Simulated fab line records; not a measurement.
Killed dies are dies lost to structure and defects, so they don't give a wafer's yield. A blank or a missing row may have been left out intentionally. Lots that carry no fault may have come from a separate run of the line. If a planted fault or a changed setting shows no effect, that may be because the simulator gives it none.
Which tool was responsible? + flow berkeleyCmos170 + Sampling: 14 lots, 42 wafers, 5 of 331 route steps

== WHAT EACH GAUGE READ, for each wafer ==
UCB170_PSD_TW_MEAS_10. Usual: PSD_TW gives 2335 (standard deviation 30).
| lot  | measured     | on           | PSD_TW         | flag |
|------|--------------|--------------|----------------|------|
| L273 | day 7 03:30  | filmMetro-03 | 2331 2339 2329 |      |
| L276 | day 7 17:56  | filmMetro-03 | 2331 2331 2341 |      |
| L274 | day 7 18:09  | filmMetro-01 | 2284 2288 2302 |      |
| L279 | day 8 05:10  | filmMetro-04 | 2384 2392 2380 |      |
| L278 | day 8 05:49  | filmMetro-01 | 2309 2292 2291 |      |
| L280 | day 9 00:37  | filmMetro-03 | 2354 2335 2361 |      |
| L281 | day 9 01:11  | filmMetro-04 | 2374 2358 2358 |      |
| L284 | day 9 14:01  | filmMetro-01 | 2301 2286 2299 |      |
| L286 | day 9 23:05  | filmMetro-04 | 2358 2368 2354 |      |
| L289 | day 9 23:08  | filmMetro-01 | 2286 2293 2292 |      |
| L287 | day 9 23:25  | filmMetro-04 | 2368 2362 2368 |      |
| L290 | day 9 23:50  | filmMetro-03 | 2340 2338 2350 |      |
| L288 | day 10 00:05 | filmMetro-01 | 2300 2304 2302 |      |
| L294 | day 11 08:15 | filmMetro-03 | 2357 2347 2343 |      |

UCB170_CONTACT_THK_MEAS_02. Usual: CONTACT_PSG_THK gives 703 nm (standard deviation 7.4).
| lot  | measured     | on           | CONTACT_PSG_THK (nm) | flag |
|------|--------------|--------------|----------------------|------|
| L273 | day 7 10:07  | filmMetro-03 | 705 703 702          |      |
| L276 | day 8 01:08  | filmMetro-02 | 710 712 707          |      |
| L274 | day 8 01:07  | filmMetro-01 | 690 687 690          |      |
| L279 | day 8 13:23  | filmMetro-03 | 694 696 695          |      |
| L278 | day 8 18:16  | filmMetro-01 | 698 701 697          |      |
| L280 | day 9 08:51  | filmMetro-02 | 706 711 709          |      |
| L281 | day 9 08:50  | filmMetro-03 | 699 697 701          |      |
| L284 | day 9 23:35  | filmMetro-01 | 875 874 874          | OFF  |
| L286 | day 10 08:10 | filmMetro-01 | 888 887 885          | OFF  |
| L289 | day 10 08:38 | filmMetro-03 | 702 695 696          |      |
| L287 | day 10 08:38 | filmMetro-01 | 700 698 698          |      |
| L290 | day 10 10:25 | filmMetro-03 | 709 700 704          |      |
| L288 | day 10 10:24 | filmMetro-02 | 698 698 692          |      |
| L294 | day 11 19:10 | filmMetro-02 | 704 702 707          |      |

UCB170_CONTACT_CD_MEAS_15: target cd 700 nm. Usual: 699.8 nm for cdNm, sd 1.1.
| lot  | measured     | on       | cdNm (nm)         | flag |
|------|--------------|----------|-------------------|------|
| L273 | day 7 11:53  | cdSem-02 | 699.3 700.0 700.2 |      |
| L276 | day 8 04:27  | cdSem-02 | 701.2 701.5 702.0 |      |
| L274 | day 8 04:08  | cdSem-01 | 700.4 700.0 699.8 |      |
| L279 | day 8 16:01  | cdSem-01 | 701.2 701.3 700.1 |      |
| L278 | day 8 20:22  | cdSem-02 | 701.0 700.8 701.9 |      |
| L280 | day 9 11:17  | cdSem-02 | 698.0 698.6 698.6 |      |
| L281 | day 9 11:22  | cdSem-02 | 699.4 698.7 697.8 |      |
| L284 | day 10 01:24 | cdSem-01 | 700.0 698.6 699.1 |      |
| L286 | day 10 11:36 | cdSem-01 | 700.3 699.8 701.2 |      |
| L289 | day 10 12:27 | cdSem-02 | 700.5 700.9 700.4 |      |
| L287 | day 10 12:15 | cdSem-02 | 699.2 699.6 699.4 |      |
| L290 | day 10 13:46 | cdSem-02 | 701.1 700.3 701.6 |      |
| L288 | day 10 14:01 | cdSem-01 | 702.3 700.5 701.4 |      |
| L294 | day 11 21:13 | cdSem-02 | 697.6 698.6 698.2 |      |

== TOOL THAT RAN EACH LOT (tool first, then ch and the chambers of the sampled wafers, then the start) ==
| lot  | UCB170_SDANNEAL_RTA_00          | UCB170_CONTACT_CVD_01       |
|------|---------------------------------|-----------------------------|
| L273 | rtpAnneal-01 ch 0, day 7 07:11  | lpcvd-01 ch 1, day 7 08:19  |
| L276 | rtpAnneal-01 ch 0, day 7 21:22  | lpcvd-02 ch 1, day 7 23:20  |
| L274 | rtpAnneal-02 ch 0, day 7 21:43  | lpcvd-02 ch 1, day 7 23:20  |
| L279 | rtpAnneal-01 ch 0, day 8 10:13  | lpcvd-02 ch 1, day 8 11:35  |
| L278 | rtpAnneal-01 ch 0, day 8 10:52  | lpcvd-01 ch 1, day 8 15:35  |
| L280 | rtpAnneal-02 ch 0, day 9 04:49  | lpcvd-01 ch 0, day 9 06:09  |
| L281 | rtpAnneal-01 ch 0, day 9 04:48  | lpcvd-01 ch 1, day 9 06:09  |
| L284 | rtpAnneal-01 ch 0, day 9 19:35  | lpcvd-01 ch 0, day 9 21:48  |
| L286 | rtpAnneal-02 ch 0, day 10 05:14 | lpcvd-01 ch 0, day 10 06:22 |
| L289 | rtpAnneal-01 ch 0, day 10 05:26 | lpcvd-02 ch 1, day 10 06:50 |
| L287 | rtpAnneal-02 ch 0, day 10 05:41 | lpcvd-02 ch 0, day 10 06:50 |
| L290 | rtpAnneal-01 ch 0, day 10 05:55 | lpcvd-02 ch 0, day 10 08:37 |
| L288 | rtpAnneal-01 ch 0, day 10 06:09 | lpcvd-02 ch 1, day 10 08:37 |
| L294 | rtpAnneal-01 ch 0, day 11 15:17 | lpcvd-02 ch 0, day 11 16:28 |
- UCB170_SDANNEAL_RTA_00: time 10 s.
- UCB170_CONTACT_CVD_01: deposits PSG from SiH4/O2/PH3, target thk 700 nm, time 2820 s.

== WHAT THE TOOLS THEMSELVES READ (means of the sampled wafers that have a number; where no wafer has one, the mark that the record gives instead) ==
UCB170_SDANNEAL_RTA_00. Usual: lampPowerPct 25.7 %, standard deviation 0.5; wafer_temp_C_max 902.5, standard deviation 0.64.
| lot  | tool         | lampPowerPct (%) | wafer_temp_C_max | flag |
|------|--------------|------------------|------------------|------|
| L273 | rtpAnneal-01 | 25.3             | 901.9            |      |
| L276 | rtpAnneal-01 | 25.4             | 902.4            |      |
| L274 | rtpAnneal-02 | 26.3             | 902.8            |      |
| L279 | rtpAnneal-01 | 25.3             | 902.4            |      |
| L278 | rtpAnneal-01 | 25.4             | 902.0            |      |
| L280 | rtpAnneal-02 | 26.4             | 902.9            |      |
| L281 | rtpAnneal-01 | 25.3             | 902.2            |      |
| L284 | rtpAnneal-01 | 25.3             | 902.5            |      |
| L286 | rtpAnneal-02 | 26.3             | 902.6            |      |
| L289 | rtpAnneal-01 | 25.3             | 901.9            |      |
| L287 | rtpAnneal-02 | 26.4             | 902.7            |      |
| L290 | rtpAnneal-01 | 25.3             | 901.6            |      |
| L288 | rtpAnneal-01 | 25.3             | 902.0            |      |
| L294 | rtpAnneal-01 | 25.3             | 902.1            |      |

UCB170_CONTACT_CVD_01. Usual: o2FlowSccm 89.95 sccm, standard deviation 0.26; pressureMtorr 300.0 mTorr, standard deviation 0.68; sih4FlowSccm 60.00 sccm, standard deviation 0.17.
| lot  | tool     | o2FlowSccm (sccm) | pressureMtorr (mTorr) | sih4FlowSccm (sccm) | flag |
|------|----------|-------------------|-----------------------|---------------------|------|
| L273 | lpcvd-01 | 89.65             | 300.5                 | 60.00               |      |
| L276 | lpcvd-02 | 89.69             | 300.3                 | 59.77               |      |
| L274 | lpcvd-02 | 89.91             | 300.2                 | 60.06               |      |
| L279 | lpcvd-02 | 90.05             | 300.0                 | 60.08               |      |
| L278 | lpcvd-01 | 90.15             | 300.1                 | 60.10               |      |
| L280 | lpcvd-01 | 90.30             | 300.1                 | 60.02               |      |
| L281 | lpcvd-01 | 90.10             | 302.0                 | 59.90               |      |
| L284 | lpcvd-01 | 90.03             | 299.1                 | 60.03               |      |
| L286 | lpcvd-01 | 90.01             | 299.6                 | 60.12               |      |
| L289 | lpcvd-02 | 90.28             | 300.2                 | 59.73               |      |
| L287 | lpcvd-02 | 89.66             | 300.2                 | 59.93               |      |
| L290 | lpcvd-02 | 89.62             | 300.5                 | 59.89               |      |
| L288 | lpcvd-02 | 90.52             | 299.7                 | 59.98               |      |
| L294 | lpcvd-02 | 89.94             | 299.7                 | 60.00               |      |

== THE ANSWER, worked out from the rows above alone ==
Rule: a lot is off if the mean of its wafers that have a number lies more than 3 standard deviations from the usual mean. A lot without any number at a reading at which 4 lots or more have one is off too. The other lots that the step has rows for count as sound. First the gauges in route order, then the tools' own readings, where a lot's mean is used as printed above. At the first step where some lot is off, the reading lying furthest off is the one used; lots without a number count as furthest.
Off: L284, L286, at UCB170_CONTACT_THK_MEAS_02 (CONTACT_PSG_THK).
A tool fits if, at a process step before that reading, it ran every lot that is off, and no sound lot after the first of them. The gauges at UCB170_CONTACT_THK_MEAS_02 are tried like those tools. One fits: lpcvd-01 at UCB170_CONTACT_CVD_01. A fault onset in the window from L280 (day 9 06:09, its last sound lot) to L284 (day 9 21:48, its first lot off) fits.

== WHAT THE SIMULATOR PUT IN ==
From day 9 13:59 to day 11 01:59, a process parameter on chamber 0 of lpcvd-01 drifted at UCB170_CONTACT_CVD_01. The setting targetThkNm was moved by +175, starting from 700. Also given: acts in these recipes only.
Struck lots among those shown: L284, L286. This agrees with what the rule above found.
